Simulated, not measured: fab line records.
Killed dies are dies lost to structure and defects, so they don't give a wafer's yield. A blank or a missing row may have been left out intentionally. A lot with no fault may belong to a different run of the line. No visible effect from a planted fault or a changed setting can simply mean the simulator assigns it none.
fab line records	flow rit_cmos
record: lots: 5	wafers: 23
route steps=202 shown ACTIVE@2 FOX2@25 NWELL@29 PWELL@47 WELLDRIVE@50 NRETRO@55 PRETRO@65 NSD@139 SDANNEAL@156 PSD@157 PLDD@159 SILICIDE@162
start_h: hours from the record's first day to the start of the lot's first wafer shown	wait_h: how many hours have passed since the lot's step before this one	" the same as in the row above	L1.1+2: several wafers, shown together as one row	- no value, or no start was given	* or withheld: withheld	< > ~ a bound
route shown NAME@n: NAME is a module with steps in the file, n the number in the route of the first one	usual: the fault-free wafers' mean and standard deviation	same: alike in all rows	chamber/n: place in a boat	sites: the reading at each site	_std_site: standard deviation of those values	_edge_site: inner sites' mean taken away from outer sites' mean	radius_mm: how far each site lies from the wafer's centre	mask NAME#n: copy n	behind: the last tool/chamber to shape the wafer	hold: cause of the lot's hold/its duration in hours/its outcome	device: transistor that didn't switch, given as n, p or np	end of line: at the end of the route, the tests of the same wafers	where a step has no rows: the recipe by itself	killed: dies lost to structure and defects at the first sort, not the wafer's yield	map: a wafer's dies, marking killed ones x, the rest . and places with no die _
set.NAME: setting as actually run; set.NAME@STEP: the setting as run at that earlier step	model.NAME: the simulator's own value behind a step, which no gauge read
lots run with intentionally changed settings; tables by step, rows by wafer
== steps ==
step: RIT_ACTIVE_OXIDATION_01
recipe: temp_c: 1000	ambient: O2	target_thk_a: 468	ox_time_s: 3360
lot.wafer	tool	chamber	start_h	wait_h	set.temp_c	model.SiO2_of_ACTIVE_OXIDATION_01.thk_nm
L074.1	-	-	-	0.1	1000	47.11
L074.3	"	-	"	"	1000	46.96
L074.4	"	-	"	"	1000	48.38
L074.5	"	-	"	"	1000	47.03
L074.6	"	-	"	"	1000	48.35
L079.1	-	-	-	0.8	1010	50.81
L079.2	"	-	"	"	1010	50.78
L079.4	"	-	"	"	1010	50.14
L079.5	"	-	"	"	1010	51.74
L079.6	"	-	"	"	1010	50.99
L080.1	-	-	-	0.1	971.2	36.25
L080.3	"	-	"	"	971.2	36.44
L080.4	"	-	"	"	971.2	36.54
L080.5	"	-	"	"	971.2	36.52
L080.6	"	-	"	"	971.2	36.55
L084.2	-	-	-	0.9	1000	47.61
L084.3	"	-	"	"	1000	48.56
L084.4	"	-	"	"	1000	47.64
L084.5	"	-	"	"	1000	48.1
L084.6	"	-	"	"	1000	48.33
L085.1	furnace-03	0	68.55	3.5	1000	46.63
L085.4	"	0	"	"	1000	45.85
L085.5	"	0	"	"	1000	46.44
step: RIT_ACTIVE_THK_MEAS_02
recipe: reads: SiO2_of_ACTIVE_OXIDATION_01
usual: ACTIVE_OXIDE_THK: 46.8/0.68
lot.wafer	tool	chamber	start_h	wait_h	set.temp_c@ACTIVE_OXIDATION_01	ACTIVE_OXIDE_THK[nm]
L074.1	film_metro-02	-	-	-	1000	47.1
L074.3	"	-	"	"	1000	46.9
L074.4	"	-	"	"	1000	48.4
L074.5	"	-	"	"	1000	47.0
L074.6	"	-	"	"	1000	48.3
L079.1	film_metro-02	-	-	-	1010	50.8
L079.2	"	-	"	"	1010	50.8
L079.4	"	-	"	"	1010	50.1
L079.5	"	-	"	"	1010	51.7
L079.6	"	-	"	"	1010	51.0
L080.1	film_metro-01	-	-	-	971.2	36.3
L080.3	"	-	"	"	971.2	36.4
L080.4	"	-	"	"	971.2	36.5
L080.5	"	-	"	"	971.2	36.5
L080.6	"	-	"	"	971.2	36.6
L084.2	film_metro-02	-	-	-	1000	47.7
L084.3	"	-	"	"	1000	48.6
L084.4	"	-	"	"	1000	47.6
L084.5	"	-	"	"	1000	48.1
L084.6	"	-	"	"	1000	48.3
L085.1	film_metro-01	-	70.49	0.0	1000	46.6
L085.4	"	-	"	"	1000	45.8
L085.5	"	-	"	"	1000	46.5
step: RIT_ACTIVE_DEVELOP_10
recipe: resist: NOVOLAK	develop_time_s: 50	dev_temp_c: 23
lot.wafer	tool	chamber	start_h	wait_h	set.dev_temp_c
L074.1+3+4+5+6	litho_track-03	0	-	-	23
L079.1+2+4	litho_track-04	0	-	-	23
L079.5+6	"	0	"	"	21.62
L080.1+3+5	litho_track-02	0	-	-	23
L080.4+6	"	0	"	"	20.36
L084.2+3+4+5+6	litho_track-04	0	-	-	23
L085.1+4+5	litho_track-03	0	-	-	23
step: RIT_ACTIVE_HARDBAKE_12
recipe: resist: NOVOLAK	temp_c: 140	time_s: 60
step: RIT_FOX2_CLEAN_02
recipe: chemistry: dHF	dilution: 50:1	time_s: 180
step: RIT_FOX2_WET_ETCH_03
recipe: chemistry: H3PO4	target: Si3N4	target_depth_nm: 195	temp_c: 165	time_s: 2700
lot.wafer	tool	chamber	start_h	wait_h	set.temp_c@ACTIVE_OXIDATION_01	model.SiO2_of_ACTIVE_OXIDATION_01.thk_nm
L074.1	wet_bench-04	0	24.04	0.0	1000	41.31
L074.3	"	0	"	"	1000	41.76
L074.4	"	0	"	"	1000	43
L074.5	"	0	"	"	1000	41.26
L074.6	"	0	"	"	1000	42.95
L079.1	wet_bench-01	0	44.98	0.0	1010	42.69
L079.2	"	0	"	"	1010	45.06
L079.4	"	0	"	"	1010	44.5
L079.5	"	0	"	"	1010	43.51
L079.6	"	0	"	"	1010	45.24
L080.1	wet_bench-03	0	51.37	0.0	971.2	29.74
L080.3	"	0	"	"	971.2	32.31
L080.4	"	0	"	"	971.2	30.1
L080.5	"	0	"	"	971.2	29.96
L080.6	"	0	"	"	971.2	32.41
L084.2	wet_bench-03	3	72.38	0.0	1000	42.28
L084.3	"	3	"	"	1000	42.88
L084.4	"	3	"	"	1000	41.53
L084.5	"	3	"	"	1000	42.71
L084.6	"	3	"	"	1000	42.18
L085.1	wet_bench-01	0	78.72	0.0	1000	41.09
L085.4	"	0	"	"	1000	40.65
L085.5	"	0	"	"	1000	40.91
step: RIT_NWELL_COAT_01
recipe: resist: NOVOLAK	spin_rpm: 2000	resist_thk_nm: 1300
lot.wafer	tool	chamber	start_h	wait_h	set.spin_rpm	model.NOVOLAK_of_NWELL_COAT_01.thk_nm
L074.1	litho_track-01	0	25.01	0.1	2000	1300
L074.3	"	0	"	"	2077	1276
L074.4	"	0	"	"	2000	1298
L074.5	"	0	"	"	2077	1275
L074.6	"	0	"	"	2000	1296
L079.1	litho_track-02	0	46.01	0.1	2000	1301
L079.2	"	0	"	"	2120	1262
L079.4	"	0	"	"	2120	1265
L079.5	"	0	"	"	2000	1302
L079.6	"	0	"	"	2120	1264
L080.1	litho_track-02	0	52.34	0.1	2000	1303
L080.3	"	0	"	"	2000	1300
L080.4	"	0	"	"	1853	1354
L080.5	"	0	"	"	1853	1355
L080.6	"	0	"	"	2000	1298
L084.2	litho_track-01	0	73.37	0.1	2000	1299
L084.3	"	0	"	"	2052	1287
L084.4	"	0	"	"	2052	1282
L084.5	"	0	"	"	2000	1300
L084.6	"	0	"	"	2052	1284
L085.1	litho_track-02	0	79.76	0.1	2000	1302
L085.4	"	0	"	"	2000	1303
L085.5	"	0	"	"	2000	1297
step: RIT_NWELL_SOFTBAKE_02
recipe: resist: NOVOLAK	temp_c: 90	time_s: 60
step: RIT_NWELL_EXPOSE_03
recipe: mask_id: M2	na: 0.57	target_cd_nm: 43900	dose_mj: 250
step: RIT_NWELL_DEVELOP_05
recipe: resist: NOVOLAK	develop_time_s: 68	dev_temp_c: 23
step: RIT_NWELL_HARDBAKE_07
recipe: resist: NOVOLAK	temp_c: 140	time_s: 120
lot.wafer	tool	chamber	start_h	wait_h	set.spin_rpm@NWELL_COAT_01	model.NOVOLAK_of_NWELL_COAT_01.thk_nm
L074.1	litho_track-01	0	25.90	0.0	2000	1137
L074.3	"	0	"	"	2077	1116
L074.4	"	0	"	"	2000	1136
L074.5	"	0	"	"	2077	1115
L074.6	"	0	"	"	2000	1134
L079.1	litho_track-02	0	46.78	0.0	2000	1138
L079.2	"	0	"	"	2120	1104
L079.4	"	0	"	"	2120	1107
L079.5	"	0	"	"	2000	1139
L079.6	"	0	"	"	2120	1106
L080.1	litho_track-03	0	53.11	0.0	2000	1139
L080.3	"	0	"	"	2000	1137
L080.4	"	0	"	"	1853	1183
L080.5	"	0	"	"	1853	1184
L080.6	"	0	"	"	2000	1135
L084.2	litho_track-01	0	74.28	0.1	2000	1136
L084.3	"	0	"	"	2052	1126
L084.4	"	0	"	"	2052	1121
L084.5	"	0	"	"	2000	1137
L084.6	"	0	"	"	2052	1123
L085.1+4	litho_track-03	0	80.56	0.0	2000	1139
L085.5	"	0	"	"	2000	1134
step: RIT_NWELL_IMPLANT_08
recipe: species: P	energy_kev: 170	dose_cm2: 5e+13	tilt_deg: 7
lot.wafer	tool	chamber	start_h	wait_h	set.energy_kev	model.implant.drp_nm
L074.1+3	implanter-03	0	26.15	0.2	170	68.82
L074.4+5+6	"	0	"	"	174.1	70.07
L079.1+4	implanter-03	0	47.03	0.2	170	68.82
L079.2+5+6	"	0	"	"	173.9	70.01
L080.1+6	implanter-03	0	53.36	0.2	165.4	67.45
L080.3+4+5	"	0	"	"	170	68.82
L084.2+3+5	implanter-03	0	74.51	0.2	170	68.82
L084.4+6	"	0	"	"	175.4	70.46
L085.1+4+5	implanter-03	0	80.81	0.2	170	68.82
step: RIT_PWELL_IMPLANT_08
recipe: species: B	energy_kev: 170	dose_cm2: 7e+13	tilt_deg: 7
lot.wafer	tool	chamber	start_h	wait_h	set.dose_cm2
L074.1+6	implanter-02	0	27.98	0.2	7e+13
L074.3+4+5	"	0	"	"	7.38e+13
L079.1+4+6	implanter-02	0	48.58	0.2	7.392e+13
L079.2+5	"	0	"	"	7e+13
L080.1+3	implanter-02	0	54.91	0.2	7.386e+13
L080.4+5+6	"	0	"	"	7e+13
L084.2+5+6	implanter-02	0	76.19	0.2	6.759e+13
L084.3+4	"	0	"	"	7e+13
L085.1+4+5	implanter-02	0	82.48	0.2	7e+13
step: RIT_PWELL_STRIP_09
recipe: chemistry: O2	time_s: 180	resist: NOVOLAK	platen_temp_c: withheld	power_w: 500	pressure_mtorr: 4000	o2_flow_sccm: 4000
step: RIT_PWELL_TW_MEAS_10
usual: PWELL_TW: 955/7.5
lot.wafer	tool	chamber	start_h	wait_h	set.dose_cm2@PWELL_IMPLANT_08	PWELL_TW
L074.1	film_metro-02	-	28.31	0.1	7e+13	961
L074.3	"	-	"	"	7.38e+13	973
L074.4	"	-	"	"	7.38e+13	979
L074.5	"	-	"	"	7.38e+13	974
L074.6	"	-	"	"	7e+13	965
L079.1	film_metro-02	-	48.91	0.1	7.392e+13	970
L079.2	"	-	"	"	7e+13	962
L079.4	"	-	"	"	7.392e+13	977
L079.5	"	-	"	"	7e+13	959
L079.6	"	-	"	"	7.392e+13	976
L080.1	film_metro-02	-	55.23	0.1	7.386e+13	975
L080.3	"	-	"	"	7.386e+13	973
L080.4	"	-	"	"	7e+13	958
L080.5	"	-	"	"	7e+13	957
L080.6	"	-	"	"	7e+13	960
L084.2	film_metro-01	-	76.50	0.1	6.759e+13	935
L084.3	"	-	"	"	7e+13	949
L084.4	"	-	"	"	7e+13	950
L084.5	"	-	"	"	6.759e+13	939
L084.6	"	-	"	"	6.759e+13	941
L085.1	film_metro-02	-	82.81	0.1	7e+13	969
L085.4	"	-	"	"	7e+13	959
L085.5	"	-	"	"	7e+13	967
step: RIT_WELLDRIVE_ANNEAL_00
recipe: temp_c: 1100	time_s: 14700	ambient: N2
step: RIT_WELLDRIVE_RS_MEAS_02
recipe: thk_meas_gauge: four-point-probe
usual: PWELL_RS: 429.6/1
lot.wafer	tool	chamber	start_h	wait_h	set.dose_cm2@PWELL_IMPLANT_08	PWELL_RS[ohm/sq]
L074.1	film_metro-03	-	33.96	0.1	7e+13	430.7
L074.3	"	-	"	"	7.38e+13	416.9
L074.4	"	-	"	"	7.38e+13	416.0
L074.5	"	-	"	"	7.38e+13	415.7
L074.6	"	-	"	"	7e+13	430.6
L079.1	film_metro-03	-	54.65	0.1	7.392e+13	415.6
L079.2	"	-	"	"	7e+13	427.4
L079.4	"	-	"	"	7.392e+13	414.8
L079.5	"	-	"	"	7e+13	429.3
L079.6	"	-	"	"	7.392e+13	415.1
L080.1	film_metro-01	-	60.80	0.1	7.386e+13	414.7
L080.3	"	-	"	"	7.386e+13	416.1
L080.4	"	-	"	"	7e+13	428.6
L080.5	"	-	"	"	7e+13	430.9
L080.6	"	-	"	"	7e+13	429.6
L084.2	film_metro-02	-	83.82	0.1	6.759e+13	439.3
L084.3	"	-	"	"	7e+13	429.8
L084.4	"	-	"	"	7e+13	429.6
L084.5	"	-	"	"	6.759e+13	439.2
L084.6	"	-	"	"	6.759e+13	438.4
L085.1	film_metro-03	-	88.33	0.1	7e+13	429.2
L085.4	"	-	"	"	7e+13	429.5
L085.5	"	-	"	"	7e+13	428.8
step: RIT_NRETRO_SOFTBAKE_02
recipe: resist: NOVOLAK	temp_c: 90	time_s: 60
lot.wafer	tool	chamber	start_h	wait_h	set.temp_c
L074.1+5+6	litho_track-03	0	34.38	0.1	90
L074.3+4	"	0	"	"	87.59
L079.1+2+6	litho_track-04	0	55.07	0.1	90
L079.4+5	"	0	"	"	88.93
L080.1+4+5	litho_track-04	0	61.22	0.1	90
L080.3+6	"	0	"	"	88.4
L084.2+6	litho_track-01	0	84.25	0.1	93.23
L084.3+4+5	"	0	"	"	90
L085.1+4+5	litho_track-03	0	88.75	0.1	90
step: RIT_NRETRO_EXPOSE_03
recipe: mask_id: M4	na: 0.57	target_cd_nm: 43900	dose_mj: 250
step: RIT_NRETRO_PEB_04
recipe: resist: NOVOLAK	temp_c: withheld	time_s: withheld
step: RIT_NRETRO_DEVELOP_05
recipe: resist: NOVOLAK	develop_time_s: 68	dev_temp_c: 23
lot.wafer	tool	chamber	start_h	wait_h	set.temp_c@NRETRO_SOFTBAKE_02	model.NOVOLAK_of_NRETRO_COAT_01.thk_nm
L074.1	litho_track-01	0	-	-	90	1295
L074.3	"	0	"	"	87.59	1306
L074.4	"	0	"	"	87.59	1305
L074.5	"	0	"	"	90	1301
L074.6	"	0	"	"	90	1296
L079.1	litho_track-03	0	-	-	90	1297
L079.2	"	0	"	"	90	1296
L079.4+5	"	0	"	"	88.93	1302
L079.6	"	0	"	"	90	1301
L080.1	litho_track-03	0	-	-	90	1305
L080.3+6	"	0	"	"	88.4	1307
L080.4	"	0	"	"	90	1300
L080.5	"	0	"	"	90	1301
L084.2	litho_track-01	0	-	-	93.23	1290
L084.3	"	0	"	"	90	1307
L084.4	"	0	"	"	90	1302
L084.5	"	0	"	"	90	1301
L084.6	"	0	"	"	93.23	1292
L085.1	litho_track-04	0	-	-	90	1298
L085.4	"	0	"	"	90	1294
L085.5	"	0	"	"	90	1295
step: RIT_PRETRO_COAT_01
recipe: resist: NOVOLAK	spin_rpm: 2000	resist_thk_nm: 1300
lot.wafer	tool	chamber	start_h	wait_h	set.resist_thk_nm	model.NOVOLAK_of_PRETRO_COAT_01.thk_nm
L074.1	litho_track-04	0	35.90	0.1	1300	1303
L074.3	"	0	"	"	1300	1300
L074.4+5+6	"	0	"	"	1300	1302
L079.1	litho_track-04	0	56.66	0.1	1272	1281
L079.2+5	"	0	"	"	1272	1280
L079.4	"	0	"	"	1300	1303
L079.6	"	0	"	"	1300	1304
L080.1	litho_track-03	0	62.75	0.1	1259	1257
L080.3	"	0	"	"	1259	1250
L080.4	"	0	"	"	1259	1255
L080.5	"	0	"	"	1300	1297
L080.6	"	0	"	"	1300	1295
L084.2	litho_track-04	0	85.74	0.1	1338	1336
L084.3	"	0	"	"	1300	1298
L084.4+6	"	0	"	"	1300	1300
L084.5	"	0	"	"	1338	1335
L085.1	litho_track-02	0	90.33	0.1	1300	1304
L085.4+5	"	0	"	"	1300	1300
step: RIT_NSD_IMPLANT_08
recipe: species: P	energy_kev: 25	dose_cm2: 1e+15	tilt_deg: 7
lot.wafer	tool	chamber	start_h	wait_h	set.energy_kev	model.implant.rp_nm	model.implant.drp_nm
L074.1+3+4	implanter-04	0	52.56	0.1	25	31.93	14.84
L074.5+6	"	0	"	"	26.37	33.11	15.32
L079.1+5+6	implanter-04	0	77.41	0.1	25	32.71	14.84
L079.2+4	"	0	"	"	24.09	31.9	14.51
L080.1+3+4	implanter-04	0	83.75	0.1	25	32.14	14.84
L080.5+6	"	0	"	"	25.5	32.58	15.02
L084.2+3+4+5+6	implanter-04	0	103.65	0.1	25	31.74	14.84
L085.1+4+5	implanter-02	0	108.70	0.1	25	32.78	14.84
step: RIT_SDANNEAL_RTA_03
recipe: temp_c: 1050	time_s: 5	idle_temp_c: 600	ramp_up_c_per_s: 342	ramp_down_c_per_s: 171	cool_to_c: 600	ambient: N2
lot.wafer	tool	chamber	start_h	wait_h	set.time_s
L074.1+4+6	rtp_anneal-01	0	54.88	0.0	5
L074.3+5	"	0	"	"	4.718
L079.1+2	rtp_anneal-02	0	79.74	0.0	5
L079.4+5+6	"	0	"	"	5.6
L080.1+5+6	rtp_anneal-01	0	86.06	0.0	4.26
L080.3+4	"	0	"	"	5
L084.2+3+6	rtp_anneal-01	0	105.83	0.0	4.384
L084.4+5	"	0	"	"	5
L085.1+4+5	rtp_anneal-02	0	110.88	0.0	5
step: RIT_SDANNEAL_RS_MEAS_04
recipe: thk_meas_gauge: four-point-probe
usual: PSD_RS: 115.88/0.3
lot.wafer	tool	chamber	start_h	wait_h	set.time_s@SDANNEAL_RTA_03	PSD_RS[ohm/sq]
L074.1	film_metro-04	-	54.94	0.0	5	116.51
L074.3	"	-	"	"	4.718	116.45
L074.4	"	-	"	"	5	116.75
L074.5	"	-	"	"	4.718	117.18
L074.6	"	-	"	"	5	115.78
L079.1	film_metro-01	-	79.80	0.0	5	116.07
L079.2	"	-	"	"	5	116.20
L079.4	"	-	"	"	5.6	114.71
L079.5	"	-	"	"	5.6	114.39
L079.6	"	-	"	"	5.6	115.38
L080.1	film_metro-02	-	86.12	0.0	4.26	117.50
L080.3	"	-	"	"	5	115.45
L080.4	"	-	"	"	5	115.31
L080.5	"	-	"	"	4.26	117.42
L080.6	"	-	"	"	4.26	117.83
L084.2	film_metro-01	-	105.90	0.1	4.384	117.51
L084.3	"	-	"	"	4.384	117.39
L084.4	"	-	"	"	5	116.28
L084.5	"	-	"	"	5	115.74
L084.6	"	-	"	"	4.384	117.91
L085.1	film_metro-02	-	110.94	0.0	5	115.50
L085.4	"	-	"	"	5	115.76
L085.5	"	-	"	"	5	116.21
step: RIT_SDANNEAL_RS_MEAS_06
recipe: thk_meas_gauge: four-point-probe
usual: PLDD_RS: 178.5/0.37
lot.wafer	tool	chamber	start_h	wait_h	set.time_s@SDANNEAL_RTA_03	PLDD_RS[ohm/sq]
L074.1	film_metro-04	-	55.18	0.1	5	178.7
L074.3	"	-	"	"	4.718	179.3
L074.4	"	-	"	"	5	178.5
L074.5	"	-	"	"	4.718	179.5
L074.6	"	-	"	"	5	179.0
L079.1	film_metro-01	-	80.04	0.1	5	178.6
L079.2	"	-	"	"	5	179.0
L079.4	"	-	"	"	5.6	176.7
L079.5	"	-	"	"	5.6	176.9
L079.6	"	-	"	"	5.6	176.9
L080.1	film_metro-02	-	86.36	0.1	4.26	180.5
L080.3	"	-	"	"	5	177.6
L080.4	"	-	"	"	5	178.4
L080.5	"	-	"	"	4.26	180.5
L080.6	"	-	"	"	4.26	180.8
L084.2	film_metro-01	-	106.14	0.1	4.384	180.6
L084.3	"	-	"	"	4.384	180.6
L084.4	"	-	"	"	5	178.8
L084.5	"	-	"	"	5	178.9
L084.6	"	-	"	"	4.384	180.6
L085.1	film_metro-02	-	111.18	0.1	5	178.5
L085.4	"	-	"	"	5	178.4
L085.5	"	-	"	"	5	178.9
step: RIT_SILICIDE_SPUTTER_01
recipe: material: Ti	target_thk_nm: 30	power_w: 350	chamber_pressure_pa: 0.667	gas: Ar	time_s: 240	substrate_temp_c: 25
lot.wafer	tool	chamber	start_h	wait_h	set.power_w	model.Ti_of_SILICIDE_SPUTTER_01.thk_nm
L074.1	pvd_sputter-04	-	55.43	0.0	350	30.93
L074.3	"	-	"	"	350	30.36
L074.4	"	-	"	"	330	29.03
L074.5	"	-	"	"	330	28.74
L074.6	"	-	"	"	330	28.99
L079.1	pvd_sputter-04	-	80.30	0.0	350	29.87
L079.2	"	-	"	"	387.9	33.29
L079.4	"	-	"	"	387.9	33.09
L079.5	"	-	"	"	350	29.89
L079.6	"	-	"	"	387.9	33.15
L080.1	pvd_sputter-03	-	86.61	0.0	332.9	28.49
L080.3	"	-	"	"	350	29.93
L080.4	"	-	"	"	332.9	28.59
L080.5	"	-	"	"	350	29.62
L080.6	"	-	"	"	350	29.95
L084.2	pvd_sputter-03	-	106.37	0.0	350	29.95
L084.3	"	-	"	"	316.5	26.92
L084.4	"	-	"	"	350	30.23
L084.5	"	-	"	"	316.5	27.24
L084.6	"	-	"	"	316.5	27.43
L085.1	pvd_sputter-04	-	111.43	0.0	350	30.05
L085.4	"	-	"	"	350	29.97
L085.5	"	-	"	"	350	30.29
step: RIT_SILICIDE_RS_MEAS_02
recipe: thk_meas_gauge: four-point-probe	reads: Ti_of_SILICIDE_SPUTTER_01
usual: SILICIDE_TI_RS: 47.5/0.65
lot.wafer	tool	chamber	start_h	wait_h	set.power_w@SILICIDE_SPUTTER_01	SILICIDE_TI_RS[ohm/sq]
L074.1	film_metro-01	-	55.58	0.1	350	46.0
L074.3	"	-	"	"	350	47.1
L074.4	"	-	"	"	330	49.8
L074.5	"	-	"	"	330	50.5
L074.6	"	-	"	"	330	49.8
L079.1	film_metro-03	-	80.45	0.1	350	48.2
L079.2	"	-	"	"	387.9	42.1
L079.4	"	-	"	"	387.9	42.4
L079.5	"	-	"	"	350	48.1
L079.6	"	-	"	"	387.9	42.2
L080.1	film_metro-03	-	86.76	0.1	332.9	51.1
L080.3	"	-	"	"	350	48.0
L080.4	"	-	"	"	332.9	51.0
L080.5	"	-	"	"	350	48.7
L080.6	"	-	"	"	350	48.0
L084.2	film_metro-04	-	106.54	0.1	350	48.0
L084.3	"	-	"	"	316.5	54.9
L084.4	"	-	"	"	350	47.4
L084.5	"	-	"	"	316.5	54.0
L084.6	"	-	"	"	316.5	53.6
L085.1	film_metro-04	-	111.58	0.1	350	47.8
L085.4	"	-	"	"	350	48.0
L085.5	"	-	"	"	350	47.3
step: RIT_SILICIDE_THK_MEAS_03
recipe: thk_meas_gauge: xrf	reads: Ti_of_SILICIDE_SPUTTER_01
usual: SILICIDE_TI_THK: 30.2/0.42
lot.wafer	tool	chamber	start_h	wait_h	set.power_w@SILICIDE_SPUTTER_01	SILICIDE_TI_THK[nm]
L074.1	film_metro-01	-	55.70	0.1	350	31.0
L074.3	"	-	"	"	350	30.4
L074.4	"	-	"	"	330	29.0
L074.5	"	-	"	"	330	29.0
L074.6	"	-	"	"	330	29.1
L079.1	film_metro-03	-	80.57	0.1	350	29.9
L079.2	"	-	"	"	387.9	33.5
L079.4	"	-	"	"	387.9	33.2
L079.5	"	-	"	"	350	30.0
L079.6	"	-	"	"	387.9	33.3
L080.1	film_metro-03	-	86.88	0.1	332.9	28.6
L080.3	"	-	"	"	350	30.1
L080.4	"	-	"	"	332.9	28.7
L080.5	"	-	"	"	350	29.7
L080.6	"	-	"	"	350	30.2
L084.2	film_metro-04	-	106.65	0.1	350	29.4
L084.3	"	-	"	"	316.5	26.5
L084.4	"	-	"	"	350	29.9
L084.5	"	-	"	"	316.5	26.9
L084.6	"	-	"	"	316.5	27.1
L085.1	film_metro-04	-	111.70	0.1	350	29.6
L085.4	"	-	"	"	350	29.6
L085.5	"	-	"	"	350	30.0
== key ==
split: step: RIT_ACTIVE_OXIDATION_01	setting: temp_c	stated: 1000	by: lot
response: step: RIT_ACTIVE_OXIDATION_01	reading: model.SiO2_of_ACTIVE_OXIDATION_01.thk_nm	change: +3.75	per: 1%	r: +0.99
response: step: RIT_ACTIVE_THK_MEAS_02	reading: ACTIVE_OXIDE_THK	change: +3.75	per: 1%	r: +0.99
response: step: RIT_FOX2_WET_ETCH_03	reading: model.SiO2_of_ACTIVE_OXIDATION_01.thk_nm	change: +3.57	per: 1%	r: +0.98
split: step: RIT_ACTIVE_DEVELOP_10	setting: dev_temp_c	stated: 23	by: wafer
response none clear
split: step: RIT_NWELL_COAT_01	setting: spin_rpm	stated: 2000	by: wafer
response: step: RIT_NWELL_COAT_01	reading: model.NOVOLAK_of_NWELL_COAT_01.thk_nm	change: -6.76	per: 1%	r: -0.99
response: step: RIT_NWELL_HARDBAKE_07	reading: model.NOVOLAK_of_NWELL_COAT_01.thk_nm	change: -5.82	per: 1%	r: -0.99
split: step: RIT_NWELL_IMPLANT_08	setting: energy_kev	stated: 170	by: wafer
response: step: RIT_NWELL_IMPLANT_08	reading: model.implant.drp_nm	change: +0.514	per: 1%	r: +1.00
split: step: RIT_PWELL_IMPLANT_08	setting: dose_cm2	stated: 7e+13	by: wafer
response: step: RIT_PWELL_TW_MEAS_10	reading: PWELL_TW	change: +2.62	per: 1%	r: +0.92
response: step: RIT_WELLDRIVE_RS_MEAS_02	reading: PWELL_RS	change: -2.55	per: 1%	r: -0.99
split: step: RIT_NRETRO_SOFTBAKE_02	setting: temp_c	stated: 90	by: wafer
response: step: RIT_NRETRO_DEVELOP_05	reading: model.NOVOLAK_of_NRETRO_COAT_01.thk_nm	change: -3.19	per: 1%	r: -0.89
split: step: RIT_PRETRO_COAT_01	setting: resist_thk_nm	stated: 1300	by: wafer
response: step: RIT_PRETRO_COAT_01	reading: model.NOVOLAK_of_PRETRO_COAT_01.thk_nm	change: +12.5	per: 1%	r: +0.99
split: step: RIT_NSD_IMPLANT_08	setting: energy_kev	stated: 25	by: wafer
response: step: RIT_NSD_IMPLANT_08	reading: model.implant.rp_nm	change: +0.216	per: 1%	r: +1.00
response: step: RIT_NSD_IMPLANT_08	reading: model.implant.drp_nm	change: +0.0891	per: 1%	r: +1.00
split: step: RIT_SDANNEAL_RTA_03	setting: time_s	stated: 5	by: wafer
response: step: RIT_SDANNEAL_RS_MEAS_04	reading: PSD_RS	change: -0.129	per: 1%	r: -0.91
response: step: RIT_SDANNEAL_RS_MEAS_06	reading: PLDD_RS	change: -0.16	per: 1%	r: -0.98
split: step: RIT_SILICIDE_SPUTTER_01	setting: power_w	stated: 350	by: wafer
response: step: RIT_SILICIDE_SPUTTER_01	reading: model.Ti_of_SILICIDE_SPUTTER_01.thk_nm	change: +0.3	per: 1%	r: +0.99
response: step: RIT_SILICIDE_RS_MEAS_02	reading: SILICIDE_TI_RS	change: -0.599	per: 1%	r: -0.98
response: step: RIT_SILICIDE_THK_MEAS_03	reading: SILICIDE_TI_THK	change: +0.3	per: 1%	r: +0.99
